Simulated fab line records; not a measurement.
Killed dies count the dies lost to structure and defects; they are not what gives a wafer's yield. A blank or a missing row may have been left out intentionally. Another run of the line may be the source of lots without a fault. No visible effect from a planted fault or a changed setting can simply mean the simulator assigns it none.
fab line records	flow ritCmos
record: lots: 6	wafers: 18	lastDay: 7
route steps=202 shown NRETRO@60 PRETRO@64 GATE@75 M1@202
lots with no fault: from the same line, run without faults
startH: hours from the record's first day to the start of the lot's first wafer shown	waitH: time in hours since the lot's previous step	" repeats the value in the row above	L1.1+2: a row that stands for several wafers	- either no value or no given start	* or withheld: withheld	< > ~ a bound
route shown NAME@n: a module of which the file shows steps, and the number in the route of the first	usual: mean/standard deviation of fault-free wafers	same: alike in all rows	chamber/n: place in a boat	sites: readings site by site	_std_site: standard deviation of those values	_edge_site: inner sites' mean taken away from outer sites' mean	radiusMm: for every site, how far away it sits from the centre of the wafer	mask NAME#n: copy n	behind: the last tool/chamber to shape the wafer	hold: the reason the lot was held/the length of the hold in hours/how it ended	device: transistor that didn't switch, given as n, p or np	end of line: tests run on the same wafers once the route is complete	for a step that has no rows: nothing shown but its recipe	killed: dies lost to structure and defects at the first sort, not the wafer's yield	map: a wafer's dies, marking killed ones x, the rest . and places with no die _
set.NAME: the run value of the setting; set.NAME@STEP: its run value at that earlier step	model.NAME: the simulator's own value behind a step, which no gauge read
a table for each step, a row for each wafer; lots at some steps of the route
services: a tool's chamber out of use, with start hour (startH, from the record's first day; less than 0 if before it), hours out, and reason
== steps ==
step: RIT_NRETRO_HARDBAKE_07
recipe: resist: NOVOLAK	tempC: 140	timeS: 120
step: RIT_NRETRO_IMPLANT_08
recipe: species: P	energyKev: 70	doseCm2: 1e+13	tiltDeg: 7
step: RIT_NRETRO_STRIP_09
recipe: chemistry: O2	timeS: 180	resist: NOVOLAK	platenTempC: withheld	powerW: 500	pressureMtorr: 4000	o2FlowSccm: 4000
usual: drypumpMotorCurrentA: 5.3/0.48
lot.wafer	tool	chamber	startH	waitH	drypumpMotorCurrentA	rfHoursCounterH
L676.1	plasmaAsher-03	1	30.13	0.1	5.8	37
L676.2	"	0	"	"	4.7	37
L676.6	"	0	"	"	4.8	-
L678.2	plasmaAsher-03	1	41.37	0.1	5.9	38
L678.3	"	0	"	"	4.7	-
L678.6	"	1	"	"	5.9	-
L684.1	plasmaAsher-03	0	70.52	0.1	4.7	41
L684.2	"	1	"	"	5.9	41
L684.6	"	0	"	"	4.7	-
L685.2	plasmaAsher-02	1	75.58	0.1	4.7	28
L685.3	"	0	"	"	5.7	-
L685.4	"	1	"	"	4.7	-
L693.1	plasmaAsher-02	1	114.37	0.1	4.7	32
L693.4	"	0	"	"	5.7	-
L693.6	"	0	"	"	5.7	-
L696.1	plasmaAsher-03	1	129.25	0.1	5.9	48
L696.4	"	1	"	"	5.9	-
L696.5	"	1	"	"	5.9	-
step: RIT_NRETRO_TW_MEAS_10
usual: NRETRO_TW: 1045/6.2
lot.wafer	tool	chamber	startH	waitH	NRETRO_TW
L676.1	filmMetro-01	-	30.31	0.1	1045
L676.2	"	-	"	"	1042
L676.6	"	-	"	"	1039
L678.2	filmMetro-04	-	41.55	0.1	1041
L678.3	"	-	"	"	1043
L678.6	"	-	"	"	1042
L684.1	filmMetro-02	-	70.69	0.1	1049
L684.2	"	-	"	"	1049
L684.6	"	-	"	"	1041
L685.2	filmMetro-02	-	75.77	0.1	1050
L685.3	"	-	"	"	1052
L685.4	"	-	"	"	1053
L693.1	filmMetro-04	-	114.55	0.1	1040
L693.4	"	-	"	"	1043
L693.6	"	-	"	"	1042
L696.1	filmMetro-04	-	129.42	0.1	1035
L696.4	"	-	"	"	1032
L696.5	"	-	"	"	1030
step: RIT_PRETRO_HMDS_00
recipe: primeTimeS: 60	primeTempC: 140
step: RIT_PRETRO_COAT_01
recipe: resist: NOVOLAK	spinRpm: 2000	resistThkNm: 1300
step: RIT_PRETRO_SOFTBAKE_02
recipe: resist: NOVOLAK	tempC: 90	timeS: 60
step: RIT_PRETRO_EXPOSE_03
recipe: maskId: M5	na: 0.57	targetCdNm: 43700	doseMj: 250
step: RIT_PRETRO_PEB_04
recipe: resist: NOVOLAK	tempC: withheld	timeS: withheld
step: RIT_PRETRO_DEVELOP_05
recipe: resist: NOVOLAK	developTimeS: 68	devTempC: 23
step: RIT_PRETRO_OVL_MEAS_06
usual: PRETRO_OVL: 1.0/1.4
lot.wafer	tool	chamber	startH	waitH	PRETRO_OVL[nm]
L676.1	overlay-01	-	31.37	-	1.6
L676.2	"	-	"	"	1.4
L676.6	"	-	"	"	2.0
L678.2	overlay-02	-	42.54	-	2.7
L678.3	"	-	"	"	1.8
L678.6	"	-	"	"	1.2
L684.1	overlay-01	-	71.76	-	-0.1
L684.2	"	-	"	"	-1.7
L684.6	"	-	"	"	-0.7
L685.2	overlay-02	-	76.71	-	0.2
L685.3	"	-	"	"	2.0
L685.4	"	-	"	"	0.5
L693.1	overlay-02	-	115.56	-	0.1
L693.4	"	-	"	"	0.8
L693.6	"	-	"	"	-0.1
L696.1	overlay-02	-	130.47	-	-1.3
L696.4	"	-	"	"	-0.1
L696.5	"	-	"	"	0.4
step: RIT_PRETRO_HARDBAKE_07
recipe: resist: NOVOLAK	tempC: 140	timeS: 120
step: RIT_PRETRO_IMPLANT_08
recipe: species: B	energyKev: 45	doseCm2: 1.2e+13	tiltDeg: 7
usual: doseIonsCm2: 1.1998e+13/1.4e+10	faradayCurrentUA: 38.3/0.75
lot.wafer	tool	chamber	startH	waitH	doseIonsCm2	faradayCurrentUA
L676.1	implanter-01	0	31.66	0.2	1.2009e+13	38.1
L676.2	"	0	"	"	1.1999e+13	38.8
L676.6	"	0	"	"	1.1994e+13	37.9
L678.2	implanter-02	0	42.85	0.2	1.1983e+13	38.0
L678.3	"	0	"	"	1.2022e+13	40.2
L678.6	"	0	"	"	1.2002e+13	38.8
L684.1	implanter-02	0	72.04	0.2	9.975e+12	32.5
L684.2	"	0	"	"	9.976e+12	31.0
L684.6	"	0	"	"	9.989e+12	31.7
L685.2	implanter-02	0	77.06	0.2	9.949e+12	32.7
L685.3	"	0	"	"	9.964e+12	32.4
L685.4	"	0	"	"	9.954e+12	30.9
L693.1	implanter-04	0	115.84	0.2	1.2018e+13	37.9
L693.4	"	0	"	"	1.2011e+13	37.9
L693.6	"	0	"	"	1.1983e+13	38.6
L696.1	implanter-04	0	130.75	0.2	1.2011e+13	37.9
L696.4	"	0	"	"	1.2015e+13	38.2
L696.5	"	0	"	"	1.1999e+13	39.1
step: RIT_PRETRO_STRIP_09
recipe: chemistry: O2	timeS: 180	resist: NOVOLAK	platenTempC: withheld	powerW: 500	pressureMtorr: 4000	o2FlowSccm: 4000
usual: drypumpMotorCurrentA: 5.4/0.34
lot.wafer	tool	chamber	startH	waitH	drypumpMotorCurrentA	rfHoursCounterH
L676.1	plasmaAsher-02	0	31.81	0.1	5.7	23
L676.2	"	1	"	"	4.7	23
L676.6	"	1	"	"	4.7	-
L678.2	plasmaAsher-02	1	42.97	0.1	4.7	25
L678.3	"	1	"	"	4.7	-
L678.6	"	0	"	"	5.7	-
L684.1	plasmaAsher-04	0	72.19	0.1	5.9	44
L684.2	"	1	"	"	5.4	44
L684.6	"	1	"	"	5.3	-
L685.2	plasmaAsher-01	1	77.19	0.1	5.5	44
L685.3	"	0	"	"	5.3	-
L685.4	"	1	"	"	5.5	-
L693.1	plasmaAsher-01	1	115.99	0.1	5.5	48
L693.4	"	0	"	"	5.3	-
L693.6	"	1	"	"	5.5	-
L696.1	plasmaAsher-02	1	130.90	0.1	4.7	34
L696.4	"	0	"	"	5.7	-
L696.5	"	0	"	"	5.7	-
step: RIT_PRETRO_TW_MEAS_10
usual: PRETRO_TW: 473.8/2.6
lot.wafer	tool	chamber	startH	waitH	PRETRO_TW
L676.1	filmMetro-03	-	31.98	0.1	473.7
L676.2	"	-	"	"	475.3
L676.6	"	-	"	"	472.9
L678.2	filmMetro-04	-	43.16	0.1	472.0
L678.3	"	-	"	"	471.6
L678.6	"	-	"	"	473.2
L684.1	filmMetro-03	-	72.37	0.1	451.4
L684.2	"	-	"	"	448.9
L684.6	"	-	"	"	451.9
L685.2	filmMetro-03	-	77.37	0.1	450.4
L685.3	"	-	"	"	448.8
L685.4	"	-	"	"	448.5
L693.1	filmMetro-01	-	116.17	0.1	475.0
L693.4	"	-	"	"	474.6
L693.6	"	-	"	"	471.9
L696.1	filmMetro-01	-	131.08	0.1	476.5
L696.4	"	-	"	"	477.3
L696.5	"	-	"	"	476.9
step: RIT_GATE_WET_ETCH_00
recipe: chemistry: BOE	target: SiO2	targetDepthNm: 56	timeS: 60	dry: n2Spin	dilution: 10:1	tempC: 21.5
step: RIT_M1_PROBE_99
usual: killed_at_M0_to_M3: 0.0/0.22	killedAtContacts: 0.0/0.18	killedAtFrontEnd: 7/3.1	killedDies: 7/3.1	killedOpen: 3.2/2.1	killedShort: 3.4/2
same: grossDies: 264	killed_at_M4_up: 0	killedAtBackSide: 0	killedAtOther: 0
lot.wafer	tool	chamber	startH	waitH	killed_at_M0_to_M3	killedAtContacts	killedAtFrontEnd	killedDies	killedOpen	killedShort	model.etest.nmos_0p3.rOnOhmUm	model.etest.nmosTurned.driveUaUm	model.etest.nmos_0p15.driveUaUm	model.etest.nmos_0p3.driveUaUm	model.etest.nmosNarrow.driveUaUm	model.etest.nmos_0p15.offLog10AUm	model.etest.retroEdgeNmos.offLog10AUm	model.etest.ring.quietLog10A
L676.1	prober-02	-	56.96	0.1	0	0	5	5	2	3	2190	316.1	471.4	222.4	223.4	-9.835	-9.654	-7.635
L676.2	prober-02	-	57.01	0.1	0	0	6	6	2	4	2173	311.6	479.6	223.7	230.1	-9.972	-9.913	-7.697
L676.6	prober-02	-	57.21	0.2	0	0	4	4	2	2	2187	317.5	471.7	225.3	228.8	-9.915	-10.02	-7.645
L678.2	prober-02	-	68.31	0.1	0	1	4	5	2	3	2220	325.2	453.3	215.3	216.2	-10.43	-10.23	-8.017
L678.3	prober-02	-	68.36	0.2	0	0	8	8	4	4	2194	325.7	455.6	216.5	219.8	-10.21	-10.02	-7.97
L678.6	prober-02	-	68.51	0.2	0	0	5	5	1	4	2172	336.3	475.8	219.8	222	-9.94	-9.879	-7.567
L684.1	prober-02	-	98.67	0.1	0	0	3	3	1	2	2083	357.5	488.9	234.6	234.1	-9.597	-9.567	-7.453
L684.2	prober-02	-	98.72	0.1	0	0	4	4	2	2	2110	354	485.6	235.5	233.1	-9.431	-9.39	-7.354
L684.6	prober-02	-	98.92	0.2	0	0	8	8	4	4	2102	357.1	488.8	232	234.6	-9.479	-9.273	-7.424
L685.2	prober-01	-	107.70	0.1	1	0	4	5	2	3	2135	325.5	464.8	231.1	224.1	-10.05	-9.946	-7.819
L685.3	prober-01	-	107.75	0.2	0	0	10	10	7	3	2163	319.1	458.5	234.7	229	-10.14	-9.973	-7.937
L685.4	prober-01	-	107.80	0.2	0	0	16	16	8	8	2155	323.4	459.3	229.9	221	-10.11	-10.25	-7.848
L693.1	prober-02	-	141.97	0.1	0	0	5	5	2	3	2146	332.8	464.8	226.8	225.8	-10.21	-10.09	-7.854
L693.4	prober-02	-	142.12	0.2	0	0	6	6	4	2	2151	333.9	467.8	226.1	228.2	-10.18	-10.26	-7.82
L693.6	prober-02	-	142.22	0.2	0	0	10	10	6	4	2139	336.9	472.1	227.1	224.4	-10.08	-10.12	-7.781
L696.1	prober-01	-	156.42	0.1	0	0	5	5	2	3	2129	311.8	473.6	234.4	238.6	-10.23	-10.01	-7.678
L696.4	prober-01	-	156.57	0.2	0	0	5	5	3	2	2102	310.2	477.4	236.1	241.8	-10.3	-10.2	-7.816
L696.5	prober-01	-	156.62	0.2	0	0	7	7	1	6	2092	318.8	489.6	238.7	245.9	-9.874	-9.629	-7.533
killed by level:class
L676.1 FOX2:geometricParticle:short=1 GATE:geometricParticle:open=1 GATE:geometricParticle:short=1 SPACER:geometricParticle:open=1 SPACER:geometricParticle:short=1
L676.2 GATE:geometricParticle:short=2 FOX1:geometricParticle:open=1 FOX2:geometricParticle:short=1 GATE:geometricParticle:open=1 REOX:geometricParticle:short=1
L676.6 REOX:geometricParticle:short=2 GATE:geometricParticle:open=1 REOX:geometricParticle:open=1
L678.2 FOX2:geometricParticle:short=2 GATE:geometricParticle:short=1 SPACER:geometricParticle:open=1 CONTACT:geometricParticle:open=1
L678.3 FOX1:geometricParticle:open=2 FOX1:geometricParticle:short=1 GATE:geometricParticle:short=1 REOX:geometricParticle:open=1 REOX:geometricParticle:short=1 SPACER:geometricParticle:open=1 SILICIDE:geometricParticle:short=1
L678.6 GATE:geometricParticle:open=1 GATE:geometricParticle:short=1 REOX:geometricParticle:short=1 SPACER:geometricParticle:short=1 SILICIDE:geometricParticle:short=1
L684.1 ACTIVE:geometricParticle:short=1 REOX:geometricParticle:open=1 REOX:geometricParticle:short=1
L684.2 GATE:geometricParticle:short=2 FOX1:geometricParticle:open=1 REOX:geometricParticle:open=1
L684.6 FOX1:geometricParticle:short=2 FOX2:geometricParticle:open=1 FOX2:geometricParticle:short=1 GATE:geometricParticle:open=1 REOX:geometricParticle:short=1 REOX:geometricParticle:open=1 SILICIDE:geometricParticle:open=1
L685.2 FOX1:geometricParticle:open=1 GATE:geometricParticle:short=1 REOX:geometricParticle:short=1 REOX:geometricParticle:open=1 M1:geometricParticle:short=1
L685.3 GATE:geometricParticle:open=4 FOX1:geometricParticle:open=3 FOX1:geometricParticle:short=1 GATE:geometricParticle:short=1 SILICIDE:geometricParticle:short=1
L685.4 GATE:geometricParticle:short=5 GATE:geometricParticle:open=5 REOX:geometricParticle:short=2 FOX2:geometricParticle:open=1 REOX:geometricParticle:open=1 SPACER:geometricParticle:short=1 SILICIDE:geometricParticle:open=1
L693.1 GATE:geometricParticle:short=3 SPACER:geometricParticle:open=1 SILICIDE:geometricParticle:open=1
L693.4 GATE:geometricParticle:open=2 REOX:geometricParticle:short=2 FOX1:geometricParticle:open=1 SPACER:geometricParticle:open=1
L693.6 GATE:geometricParticle:open=3 REOX:geometricParticle:short=3 FOX1:geometricParticle:open=1 FOX2:geometricParticle:short=1 FOX2:geometricParticle:open=1 REOX:geometricParticle:open=1
L696.1 FOX1:geometricParticle:short=2 FOX1:geometricParticle:open=1 FOX2:geometricParticle:open=1 SPACER:geometricParticle:short=1
L696.4 FOX1:geometricParticle:open=2 FOX2:geometricParticle:open=1 GATE:geometricParticle:short=1 SILICIDE:geometricParticle:short=1
L696.5 FOX2:geometricParticle:short=2 GATE:geometricParticle:short=2 FOX1:geometricParticle:short=1 REOX:geometricParticle:open=1 SPACER:geometricParticle:short=1
== services ==
tool	chamber	startH	hours	kind
implanter-04	-	63.58	4.0	pm
implanter-04	-	81.70	2.1	repair
implanter-01	-	83.40	6.1	repair
implanter-02	-	102.93	2.7	repair
plasmaAsher-04	-	108.75	9.0	pm
plasmaAsher-04	0	108.75	9.0	ventCycle
plasmaAsher-04	1	108.75	9.0	ventCycle
plasmaAsher-02	-	112.24	1.4	repair
plasmaAsher-04	0	117.75	-	clean
plasmaAsher-04	1	117.75	-	clean
== key ==
firstSign: step: RIT_PRETRO_IMPLANT_08	reading: doseIonsCm2	direction: down	sigmas: 99+	usual: 1.1998e+13	struck: 9.968e+12
effect: step: RIT_PRETRO_IMPLANT_08	reading: faradayCurrentUA	direction: down	sigmas: 8.5	usual: 38.3	struck: 31.9
effect: step: RIT_PRETRO_TW_MEAS_10	reading: PRETRO_TW	direction: down	sigmas: 9.1	usual: 473.8	struck: 450.0
modelEffect: step: RIT_M1_PROBE_99	value: etest.nmos_0p3.rOnOhmUm	without: 2200	struck: 2125
metAt RIT_PRETRO_IMPLANT_08
struckWafers L684.1,L684.2,L684.6,L685.2,L685.3,L685.4
testerLeftOut L684,L685
onsetBetween 42.85 72.04
fault: kind: processParameterDrift	tool: implanter-02	chamber: -	onsetH: 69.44	steps: RIT_PRETRO_IMPLANT_08	channel: doseCm2	offset: -2.04e+12	shape: step	endH: 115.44	actsIn: theseRecipesOnly	stated: 1.2e+13
testerLeftOut: of these lots the tester's yield and bins aren't shown, on N5 and GAA mostly nor the transistor test; their killed dies are dies lost to structure and defects alone, not to doping, threshold or leakage, so they don't give the yield
